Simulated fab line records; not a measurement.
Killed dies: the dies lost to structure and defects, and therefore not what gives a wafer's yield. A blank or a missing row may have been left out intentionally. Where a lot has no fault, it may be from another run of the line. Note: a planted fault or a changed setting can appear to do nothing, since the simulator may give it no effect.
fab line records || flow berkeley_cmos170
record {"lots": 6, "wafers": 18, "last_day": 13}
route steps=331 shown START@1 ZERO@6 NWELL@14
lots with no fault: from the same line, run without faults
start_h: hours from the record's opening day to when the first of the lot's shown wafers began || wait_h: hours elapsed since this lot's preceding step || " the same as in the row above || L1.1+2: a single row standing in for several wafers || - no value present, or no start provided || * or withheld: withheld || < > ~ a bound
route shown NAME@n: a module of which the file shows steps, and the number in the route of the first || usual: mean/standard deviation of fault-free wafers || same: alike in all rows || chamber/n: place in a boat || sites: each site's reading || _std_site: standard deviation of those values || _edge_site: outer sites' mean less inner sites' || radius_mm: for every site, how far away it sits from the centre of the wafer || mask NAME#n: copy n || behind: the tool/chamber that last shaped the wafer || hold: the reason the lot was held/the length of the hold in hours/how it ended || device: transistor that didn't switch, given as n, p or np || end of line: tests of these same wafers at the route's end || a step given without rows: its recipe and nothing more || killed: dies lost to structure and defects at the first sort, not the wafer's yield || map: per-die view of a wafer (x killed, . not killed, _ where there is no die)
set.NAME: the setting the step ran with; set.NAME@STEP: the setting that earlier step ran with || model.NAME: the simulator's own value behind a step, which no gauge read
lots seen at some steps along the route; tables by step, rows by wafer
services: a tool's chamber out of use, with start hour (start_h, from the record's first day; less than 0 if before it), hours out, and reason
## steps
# step UCB170_START_BOW_MEAS_00
# recipe {"mode": "bow"}
# usual {"INCOMING_BOW": "-1/7.1"}
{"lot.wafer": "L720.1", "tool": "film_metro-03", "chamber": "-", "start_h": 15.00, "wait_h": "-", "INCOMING_BOW[um]": -2}
{"lot.wafer": "L720.3", "tool": "film_metro-03", "chamber": "-", "start_h": 15.00, "wait_h": "-", "INCOMING_BOW[um]": -7}
{"lot.wafer": "L720.4", "tool": "film_metro-03", "chamber": "-", "start_h": 15.00, "wait_h": "-", "INCOMING_BOW[um]": -4}
{"lot.wafer": "L723.1", "tool": "film_metro-02", "chamber": "-", "start_h": 30.00, "wait_h": "-", "INCOMING_BOW[um]": 3}
{"lot.wafer": "L723.3", "tool": "film_metro-02", "chamber": "-", "start_h": 30.00, "wait_h": "-", "INCOMING_BOW[um]": 7}
{"lot.wafer": "L723.5", "tool": "film_metro-02", "chamber": "-", "start_h": 30.00, "wait_h": "-", "INCOMING_BOW[um]": -4}
{"lot.wafer": "L732.1", "tool": "film_metro-02", "chamber": "-", "start_h": 75.00, "wait_h": "-", "INCOMING_BOW[um]": -7}
{"lot.wafer": "L732.2", "tool": "film_metro-02", "chamber": "-", "start_h": 75.00, "wait_h": "-", "INCOMING_BOW[um]": -5}
{"lot.wafer": "L732.4", "tool": "film_metro-02", "chamber": "-", "start_h": 75.00, "wait_h": "-", "INCOMING_BOW[um]": -10}
{"lot.wafer": "L733.2", "tool": "film_metro-03", "chamber": "-", "start_h": 80.02, "wait_h": "-", "INCOMING_BOW[um]": 9}
{"lot.wafer": "L733.3", "tool": "film_metro-03", "chamber": "-", "start_h": 80.02, "wait_h": "-", "INCOMING_BOW[um]": 2}
{"lot.wafer": "L733.4", "tool": "film_metro-03", "chamber": "-", "start_h": 80.02, "wait_h": "-", "INCOMING_BOW[um]": 0}
{"lot.wafer": "L738.1", "tool": "film_metro-01", "chamber": "-", "start_h": 105.00, "wait_h": "-", "INCOMING_BOW[um]": -3}
{"lot.wafer": "L738.2", "tool": "film_metro-01", "chamber": "-", "start_h": 105.00, "wait_h": "-", "INCOMING_BOW[um]": -1}
{"lot.wafer": "L738.6", "tool": "film_metro-01", "chamber": "-", "start_h": 105.00, "wait_h": "-", "INCOMING_BOW[um]": 0}
{"lot.wafer": "L741.1", "tool": "film_metro-02", "chamber": "-", "start_h": 120.00, "wait_h": "-", "INCOMING_BOW[um]": -4}
{"lot.wafer": "L741.3", "tool": "film_metro-02", "chamber": "-", "start_h": 120.00, "wait_h": "-", "INCOMING_BOW[um]": 11}
{"lot.wafer": "L741.4", "tool": "film_metro-02", "chamber": "-", "start_h": 120.00, "wait_h": "-", "INCOMING_BOW[um]": -1}
# step UCB170_START_CLEAN_01
# recipe {"chemistry": "dHF", "dilution": "25:1", "time_s": 60}
# step UCB170_START_OXIDATION_02
# recipe {"temp_c": 950, "ambient": "O2", "target_thk_a": 200, "ox_time_s": 1800}
# step UCB170_START_THK_MEAS_03
# recipe {"reads": "SiO2_of_START_OXIDATION_02"}
# usual {"START_OXIDE_THK": "20.0/0.32"}
{"lot.wafer": "L720.1", "tool": "film_metro-02", "chamber": "-", "start_h": 21.81, "wait_h": 0.0, "START_OXIDE_THK[nm]": 20.8}
{"lot.wafer": "L720.3", "tool": "film_metro-02", "chamber": "-", "start_h": 21.81, "wait_h": 0.0, "START_OXIDE_THK[nm]": 20.4}
{"lot.wafer": "L720.4", "tool": "film_metro-02", "chamber": "-", "start_h": 21.81, "wait_h": 0.0, "START_OXIDE_THK[nm]": 20.8}
{"lot.wafer": "L723.1", "tool": "film_metro-02", "chamber": "-", "start_h": 34.49, "wait_h": 0.0, "START_OXIDE_THK[nm]": 19.9}
{"lot.wafer": "L723.3", "tool": "film_metro-02", "chamber": "-", "start_h": 34.49, "wait_h": 0.0, "START_OXIDE_THK[nm]": 20.0}
{"lot.wafer": "L723.5", "tool": "film_metro-02", "chamber": "-", "start_h": 34.49, "wait_h": 0.0, "START_OXIDE_THK[nm]": 19.9}
{"lot.wafer": "L732.1", "tool": "film_metro-03", "chamber": "-", "start_h": 82.34, "wait_h": 0.0, "START_OXIDE_THK[nm]": 19.9}
{"lot.wafer": "L732.2", "tool": "film_metro-03", "chamber": "-", "start_h": 82.34, "wait_h": 0.0, "START_OXIDE_THK[nm]": 19.4}
{"lot.wafer": "L732.4", "tool": "film_metro-03", "chamber": "-", "start_h": 82.34, "wait_h": 0.0, "START_OXIDE_THK[nm]": 19.6}
{"lot.wafer": "L733.2", "tool": "film_metro-01", "chamber": "-", "start_h": 82.35, "wait_h": 0.0, "START_OXIDE_THK[nm]": 19.7}
{"lot.wafer": "L733.3", "tool": "film_metro-01", "chamber": "-", "start_h": 82.35, "wait_h": 0.0, "START_OXIDE_THK[nm]": 19.9}
{"lot.wafer": "L733.4", "tool": "film_metro-01", "chamber": "-", "start_h": 82.35, "wait_h": 0.0, "START_OXIDE_THK[nm]": 19.7}
{"lot.wafer": "L738.1", "tool": "film_metro-01", "chamber": "-", "start_h": 110.39, "wait_h": 0.0, "START_OXIDE_THK[nm]": 19.4}
{"lot.wafer": "L738.2", "tool": "film_metro-01", "chamber": "-", "start_h": 110.39, "wait_h": 0.0, "START_OXIDE_THK[nm]": 19.6}
{"lot.wafer": "L738.6", "tool": "film_metro-01", "chamber": "-", "start_h": 110.39, "wait_h": 0.0, "START_OXIDE_THK[nm]": 19.7}
{"lot.wafer": "L741.1", "tool": "film_metro-03", "chamber": "-", "start_h": 124.76, "wait_h": 0.0, "START_OXIDE_THK[nm]": 20.0}
{"lot.wafer": "L741.3", "tool": "film_metro-03", "chamber": "-", "start_h": 124.76, "wait_h": 0.0, "START_OXIDE_THK[nm]": 19.9}
{"lot.wafer": "L741.4", "tool": "film_metro-03", "chamber": "-", "start_h": 124.76, "wait_h": 0.0, "START_OXIDE_THK[nm]": 20.0}
# step UCB170_START_ANNEAL_04
# recipe {"temp_c": 950, "time_s": 1200, "ambient": "N2"}
# step UCB170_ZERO_HMDS_00
# recipe {"prime_time_s": 60, "prime_temp_c": 100}
# step UCB170_ZERO_COAT_01
# recipe {"resist": "KrF", "spin_rpm": 1500, "resist_thk_nm": 900}
# step UCB170_ZERO_SOFTBAKE_02
# recipe {"resist": "KrF", "temp_c": 130, "time_s": 60}
# step UCB170_ZERO_EXPOSE_03
# recipe {"mask_id": "PM_MARKS", "na": 0.5, "sigma_outer": 0.6, "source_shape": "conventional", "target_cd_nm": 4000, "dose_mj": 30}
# step UCB170_ZERO_PEB_04
# recipe {"peb_temp_c": 130, "peb_time_s": "withheld", "resist": "KrF"}
# step UCB170_ZERO_DEVELOP_05
# recipe {"developer": "TMAH", "develop_time_s": 45, "resist": "KrF", "dev_temp_c": 21}
# step UCB170_ZERO_ETCH_06
# recipe {"chemistry": "CHF3/CF4/Ar", "target": "SiO2", "time_s": 12, "pressure_mtorr": 100, "rf_w": 500, "CHF3_flow_sccm": 50, "cf4_flow_sccm": 10, "Ar_flow_sccm": 120, "over_etch_frac": 1.58}
# usual {"cf4_flow_sccm": "10.00/0.033", "drypump_motor_current_A": "5.6/0.34", "mfc_ar_sccm": "120.0/0.32", "oes_product_au": "0.618/0.0099", "throttle_valve_pct": "9.24/0.17"}
{"lot.wafer": "L720.1", "tool": "rie_diel-01", "chamber": 1, "start_h": 29.33, "wait_h": "-", "cf4_flow_sccm": 10.06, "drypump_motor_current_A": 5.6, "mfc_ar_sccm": 119.7, "oes_product_au": 0.630, "rf_hours_counter_h": 82, "throttle_valve_pct": 9.58}
{"lot.wafer": "L720.3", "tool": "rie_diel-01", "chamber": 3, "start_h": 29.33, "wait_h": "-", "cf4_flow_sccm": 10.03, "drypump_motor_current_A": 5.3, "mfc_ar_sccm": 119.5, "oes_product_au": 0.615, "rf_hours_counter_h": 141, "throttle_valve_pct": 9.21}
{"lot.wafer": "L720.4", "tool": "rie_diel-01", "chamber": 2, "start_h": 29.33, "wait_h": "-", "cf4_flow_sccm": 9.98, "drypump_motor_current_A": 5.4, "mfc_ar_sccm": 120.3, "oes_product_au": 0.617, "rf_hours_counter_h": 174, "throttle_valve_pct": 9.30}
{"lot.wafer": "L723.1", "tool": "rie_diel-03", "chamber": 0, "start_h": 40.01, "wait_h": "-", "cf4_flow_sccm": 10.00, "drypump_motor_current_A": 5.9, "mfc_ar_sccm": 120.0, "oes_product_au": 0.626, "rf_hours_counter_h": 15, "throttle_valve_pct": 9.22}
{"lot.wafer": "L723.3", "tool": "rie_diel-03", "chamber": 1, "start_h": 40.01, "wait_h": "-", "cf4_flow_sccm": 9.95, "drypump_motor_current_A": 5.9, "mfc_ar_sccm": 119.7, "oes_product_au": 0.609, "rf_hours_counter_h": 3, "throttle_valve_pct": 9.42}
{"lot.wafer": "L723.5", "tool": "rie_diel-03", "chamber": 2, "start_h": 40.01, "wait_h": "-", "cf4_flow_sccm": 9.98, "drypump_motor_current_A": 5.6, "mfc_ar_sccm": 120.1, "oes_product_au": 0.636, "rf_hours_counter_h": "-", "throttle_valve_pct": 9.01}
{"lot.wafer": "L732.1", "tool": "rie_diel-03", "chamber": 2, "start_h": 91.04, "wait_h": "-", "cf4_flow_sccm": 10.01, "drypump_motor_current_A": 5.6, "mfc_ar_sccm": 120.0, "oes_product_au": 0.642, "rf_hours_counter_h": 55, "throttle_valve_pct": 9.02}
{"lot.wafer": "L732.2", "tool": "rie_diel-03", "chamber": 1, "start_h": 91.04, "wait_h": "-", "cf4_flow_sccm": 9.99, "drypump_motor_current_A": 5.9, "mfc_ar_sccm": 119.6, "oes_product_au": 0.621, "rf_hours_counter_h": 6, "throttle_valve_pct": 9.41}
{"lot.wafer": "L732.4", "tool": "rie_diel-03", "chamber": 2, "start_h": 91.04, "wait_h": "-", "cf4_flow_sccm": 9.99, "drypump_motor_current_A": 5.7, "mfc_ar_sccm": 119.9, "oes_product_au": 0.635, "rf_hours_counter_h": "-", "throttle_valve_pct": 9.02}
{"lot.wafer": "L733.2", "tool": "rie_diel-01", "chamber": 1, "start_h": 91.10, "wait_h": "-", "cf4_flow_sccm": 10.05, "drypump_motor_current_A": 5.6, "mfc_ar_sccm": 120.2, "oes_product_au": 0.614, "rf_hours_counter_h": 85, "throttle_valve_pct": 9.60}
{"lot.wafer": "L733.3", "tool": "rie_diel-01", "chamber": 3, "start_h": 91.10, "wait_h": "-", "cf4_flow_sccm": 9.99, "drypump_motor_current_A": 5.3, "mfc_ar_sccm": 120.0, "oes_product_au": 0.622, "rf_hours_counter_h": 144, "throttle_valve_pct": 9.20}
{"lot.wafer": "L733.4", "tool": "rie_diel-01", "chamber": 2, "start_h": 91.10, "wait_h": "-", "cf4_flow_sccm": 9.97, "drypump_motor_current_A": 5.4, "mfc_ar_sccm": 119.6, "oes_product_au": 0.607, "rf_hours_counter_h": 0, "throttle_valve_pct": 9.28}
{"lot.wafer": "L738.1", "tool": "rie_diel-04", "chamber": 3, "start_h": 121.31, "wait_h": "-", "cf4_flow_sccm": 10.07, "drypump_motor_current_A": 6.0, "mfc_ar_sccm": 119.6, "oes_product_au": 0.606, "rf_hours_counter_h": 11, "throttle_valve_pct": 9.28}
{"lot.wafer": "L738.2", "tool": "rie_diel-04", "chamber": 2, "start_h": 121.31, "wait_h": "-", "cf4_flow_sccm": 10.02, "drypump_motor_current_A": 5.6, "mfc_ar_sccm": 119.4, "oes_product_au": 0.614, "rf_hours_counter_h": 11, "throttle_valve_pct": 9.37}
{"lot.wafer": "L738.6", "tool": "rie_diel-04", "chamber": 2, "start_h": 121.31, "wait_h": "-", "cf4_flow_sccm": 10.01, "drypump_motor_current_A": 5.6, "mfc_ar_sccm": 120.6, "oes_product_au": 0.618, "rf_hours_counter_h": "-", "throttle_valve_pct": 9.38}
{"lot.wafer": "L741.1", "tool": "rie_diel-03", "chamber": 1, "start_h": 130.28, "wait_h": "-", "cf4_flow_sccm": 10.03, "drypump_motor_current_A": 5.9, "mfc_ar_sccm": 119.8, "oes_product_au": 0.609, "rf_hours_counter_h": 7, "throttle_valve_pct": 9.42}
{"lot.wafer": "L741.3", "tool": "rie_diel-03", "chamber": 3, "start_h": 130.28, "wait_h": "-", "cf4_flow_sccm": 10.01, "drypump_motor_current_A": 5.5, "mfc_ar_sccm": 120.6, "oes_product_au": 0.606, "rf_hours_counter_h": 93, "throttle_valve_pct": 9.03}
{"lot.wafer": "L741.4", "tool": "rie_diel-03", "chamber": 2, "start_h": 130.28, "wait_h": "-", "cf4_flow_sccm": 10.04, "drypump_motor_current_A": 5.6, "mfc_ar_sccm": 120.3, "oes_product_au": 0.636, "rf_hours_counter_h": 57, "throttle_valve_pct": 9.02}
# step UCB170_ZERO_STRIP_07
# recipe {"chemistry": "O2", "power_w": 400, "pressure_mtorr": 3500, "platen_temp_c": "withheld", "o2_flow_sccm": 400, "overash_fraction": 0.5}
# usual {"drypump_motor_current_A": "5.6/0.44", "o2_flow_sccm": "400.2/1.4", "oes_product_au": "0.728/0.0046", "strip_time_to_endpoint_s": "21.49/0.055"}
{"lot.wafer": "L720.1", "tool": "plasma_asher-01", "chamber": 0, "start_h": 29.36, "wait_h": 0.0, "drypump_motor_current_A": 6.0, "o2_flow_sccm": 398.9, "oes_product_au": 0.726, "rf_hours_counter_h": 31, "strip_time_to_endpoint_s": 21.50}
{"lot.wafer": "L720.3", "tool": "plasma_asher-01", "chamber": 1, "start_h": 29.36, "wait_h": 0.0, "drypump_motor_current_A": 6.0, "o2_flow_sccm": 402.3, "oes_product_au": 0.733, "rf_hours_counter_h": "-", "strip_time_to_endpoint_s": 21.60}
{"lot.wafer": "L720.4", "tool": "plasma_asher-01", "chamber": 0, "start_h": 29.36, "wait_h": 0.0, "drypump_motor_current_A": 6.0, "o2_flow_sccm": 401.3, "oes_product_au": 0.727, "rf_hours_counter_h": "-", "strip_time_to_endpoint_s": 21.55}
{"lot.wafer": "L723.1", "tool": "plasma_asher-03", "chamber": 1, "start_h": 40.03, "wait_h": 0.0, "drypump_motor_current_A": 5.6, "o2_flow_sccm": 399.9, "oes_product_au": 0.723, "rf_hours_counter_h": 30, "strip_time_to_endpoint_s": 21.45}
{"lot.wafer": "L723.3", "tool": "plasma_asher-03", "chamber": 1, "start_h": 40.03, "wait_h": 0.0, "drypump_motor_current_A": 5.5, "o2_flow_sccm": 400.5, "oes_product_au": 0.735, "rf_hours_counter_h": "-", "strip_time_to_endpoint_s": 21.49}
{"lot.wafer": "L723.5", "tool": "plasma_asher-03", "chamber": 1, "start_h": 40.03, "wait_h": 0.0, "drypump_motor_current_A": 5.5, "o2_flow_sccm": 400.2, "oes_product_au": 0.726, "rf_hours_counter_h": "-", "strip_time_to_endpoint_s": 21.46}
{"lot.wafer": "L732.1", "tool": "plasma_asher-04", "chamber": 0, "start_h": 91.07, "wait_h": 0.0, "drypump_motor_current_A": 5.6, "o2_flow_sccm": 399.5, "oes_product_au": 0.722, "rf_hours_counter_h": 29, "strip_time_to_endpoint_s": 21.49}
{"lot.wafer": "L732.2", "tool": "plasma_asher-04", "chamber": 1, "start_h": 91.07, "wait_h": 0.0, "drypump_motor_current_A": 6.0, "o2_flow_sccm": 401.5, "oes_product_au": 0.734, "rf_hours_counter_h": 29, "strip_time_to_endpoint_s": 21.42}
{"lot.wafer": "L732.4", "tool": "plasma_asher-04", "chamber": 0, "start_h": 91.07, "wait_h": 0.0, "drypump_motor_current_A": 5.6, "o2_flow_sccm": 399.4, "oes_product_au": 0.727, "rf_hours_counter_h": "-", "strip_time_to_endpoint_s": 21.47}
{"lot.wafer": "L733.2", "tool": "plasma_asher-03", "chamber": 1, "start_h": 91.13, "wait_h": 0.0, "drypump_motor_current_A": 5.6, "o2_flow_sccm": 319.1, "oes_product_au": 0.712, "rf_hours_counter_h": 35, "strip_time_to_endpoint_s": 22.14}
{"lot.wafer": "L733.3", "tool": "plasma_asher-03", "chamber": 0, "start_h": 91.13, "wait_h": 0.0, "drypump_motor_current_A": 4.8, "o2_flow_sccm": 320.7, "oes_product_au": 0.716, "rf_hours_counter_h": "-", "strip_time_to_endpoint_s": 22.17}
{"lot.wafer": "L733.4", "tool": "plasma_asher-03", "chamber": 1, "start_h": 91.13, "wait_h": 0.0, "drypump_motor_current_A": 5.6, "o2_flow_sccm": 317.5, "oes_product_au": 0.721, "rf_hours_counter_h": "-", "strip_time_to_endpoint_s": 22.21}
{"lot.wafer": "L738.1", "tool": "plasma_asher-03", "chamber": 0, "start_h": 121.33, "wait_h": 0.0, "drypump_motor_current_A": 4.8, "o2_flow_sccm": 319.6, "oes_product_au": 0.717, "rf_hours_counter_h": 0, "strip_time_to_endpoint_s": 22.28}
{"lot.wafer": "L738.2", "tool": "plasma_asher-03", "chamber": 1, "start_h": 121.33, "wait_h": 0.0, "drypump_motor_current_A": 5.6, "o2_flow_sccm": 321.2, "oes_product_au": 0.713, "rf_hours_counter_h": 0, "strip_time_to_endpoint_s": 22.15}
{"lot.wafer": "L738.6", "tool": "plasma_asher-03", "chamber": 1, "start_h": 121.33, "wait_h": 0.0, "drypump_motor_current_A": 5.6, "o2_flow_sccm": 321.3, "oes_product_au": 0.709, "rf_hours_counter_h": "-", "strip_time_to_endpoint_s": 22.27}
{"lot.wafer": "L741.1", "tool": "plasma_asher-01", "chamber": 1, "start_h": 130.31, "wait_h": 0.0, "drypump_motor_current_A": 6.0, "o2_flow_sccm": 398.7, "oes_product_au": 0.724, "rf_hours_counter_h": 42, "strip_time_to_endpoint_s": 21.45}
{"lot.wafer": "L741.3", "tool": "plasma_asher-01", "chamber": 0, "start_h": 130.31, "wait_h": 0.0, "drypump_motor_current_A": 6.0, "o2_flow_sccm": 399.9, "oes_product_au": 0.732, "rf_hours_counter_h": "-", "strip_time_to_endpoint_s": 21.51}
{"lot.wafer": "L741.4", "tool": "plasma_asher-01", "chamber": 1, "start_h": 130.31, "wait_h": 0.0, "drypump_motor_current_A": 6.0, "o2_flow_sccm": 399.1, "oes_product_au": 0.725, "rf_hours_counter_h": "-", "strip_time_to_endpoint_s": 21.45}
# step UCB170_NWELL_WET_ETCH_00
# recipe {"chemistry": "dHF", "dilution": "25:1", "target": "SiO2", "temp_c": 25, "time_s": 200}
## services
{"tool": "rie_diel-03", "chamber": 3, "start_h": 12.96, "hours": 3.1, "kind": "repair"}
{"tool": "rie_diel-01", "chamber": 0, "start_h": 30.87, "hours": "-", "kind": "clean"}
{"tool": "rie_diel-01", "chamber": 0, "start_h": 30.87, "hours": "-", "kind": "consumable_replace:esc"}
{"tool": "rie_diel-01", "chamber": 0, "start_h": 30.87, "hours": 32.5, "kind": "scheduled_down"}
{"tool": "rie_diel-01", "chamber": 0, "start_h": 30.87, "hours": 32.5, "kind": "vent_cycle"}
{"tool": "rie_diel-01", "chamber": "-", "start_h": 39.84, "hours": 0.5, "kind": "repair"}
{"tool": "rie_diel-03", "chamber": 0, "start_h": 40.51, "hours": 9.4, "kind": "repair"}
{"tool": "rie_diel-01", "chamber": "-", "start_h": 40.58, "hours": 15.6, "kind": "pm"}
{"tool": "rie_diel-01", "chamber": 2, "start_h": 63.33, "hours": "-", "kind": "clean"}
{"tool": "rie_diel-01", "chamber": 2, "start_h": 63.33, "hours": 14.3, "kind": "scheduled_down"}
{"tool": "rie_diel-01", "chamber": 2, "start_h": 63.33, "hours": 14.3, "kind": "vent_cycle"}
{"tool": "plasma_asher-03", "chamber": "-", "start_h": 79.99, "hours": 0.4, "kind": "repair"}
{"tool": "rie_diel-03", "chamber": 0, "start_h": 83.57, "hours": 12.2, "kind": "repair"}
{"tool": "plasma_asher-03", "chamber": "-", "start_h": 87.04, "hours": 0.8, "kind": "repair"}
{"tool": "rie_diel-01", "chamber": "-", "start_h": 97.93, "hours": 4.3, "kind": "pm"}
{"tool": "rie_diel-03", "chamber": 1, "start_h": 106.10, "hours": 21.0, "kind": "repair"}
{"tool": "plasma_asher-03", "chamber": "-", "start_h": 108.81, "hours": 9.0, "kind": "pm"}
{"tool": "plasma_asher-03", "chamber": 0, "start_h": 108.81, "hours": 9.0, "kind": "vent_cycle"}
{"tool": "plasma_asher-03", "chamber": 1, "start_h": 108.81, "hours": 9.0, "kind": "vent_cycle"}
{"tool": "plasma_asher-03", "chamber": 0, "start_h": 117.81, "hours": "-", "kind": "clean"}
{"tool": "plasma_asher-03", "chamber": 1, "start_h": 117.81, "hours": "-", "kind": "clean"}
{"tool": "rie_diel-03", "chamber": "-", "start_h": 119.54, "hours": 0.2, "kind": "repair"}
## key
first_sign {"step": "UCB170_ZERO_STRIP_07", "reading": "o2_flow_sccm", "direction": "down", "sigmas": 59, "usual": 400.2, "struck": 319.9}
effect {"step": "UCB170_ZERO_STRIP_07", "reading": "strip_time_to_endpoint_s", "direction": "up", "sigmas": 13, "usual": "*", "struck": "*"}
met_at UCB170_ZERO_STRIP_07
struck_wafers L733.2,L733.3,L733.4,L738.1,L738.2,L738.6
sort_left_out L733.2,L733.3,L733.4
tester_left_out L733,L738
onset_between 40.03 91.13
fault {"kind": "process_parameter_drift", "tool": "plasma_asher-03", "chamber": "-", "onset_h": 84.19, "steps": "UCB170_ZERO_STRIP_07", "channel": "o2_flow_sccm", "offset": -80, "shape": "step", "end_h": 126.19, "acts_in": "these_recipes_only", "stated": 400}
# tester_left_out: of these lots the tester's yield and bins aren't shown, on N5 and GAA mostly nor the transistor test; their killed dies are dies lost to structure and defects alone, not to doping, threshold or leakage, so they don't give the yield
# sort_left_out: the simulated sort isn't trusted on such a fault, so these wafers' sort isn't shown, and their yield isn't known
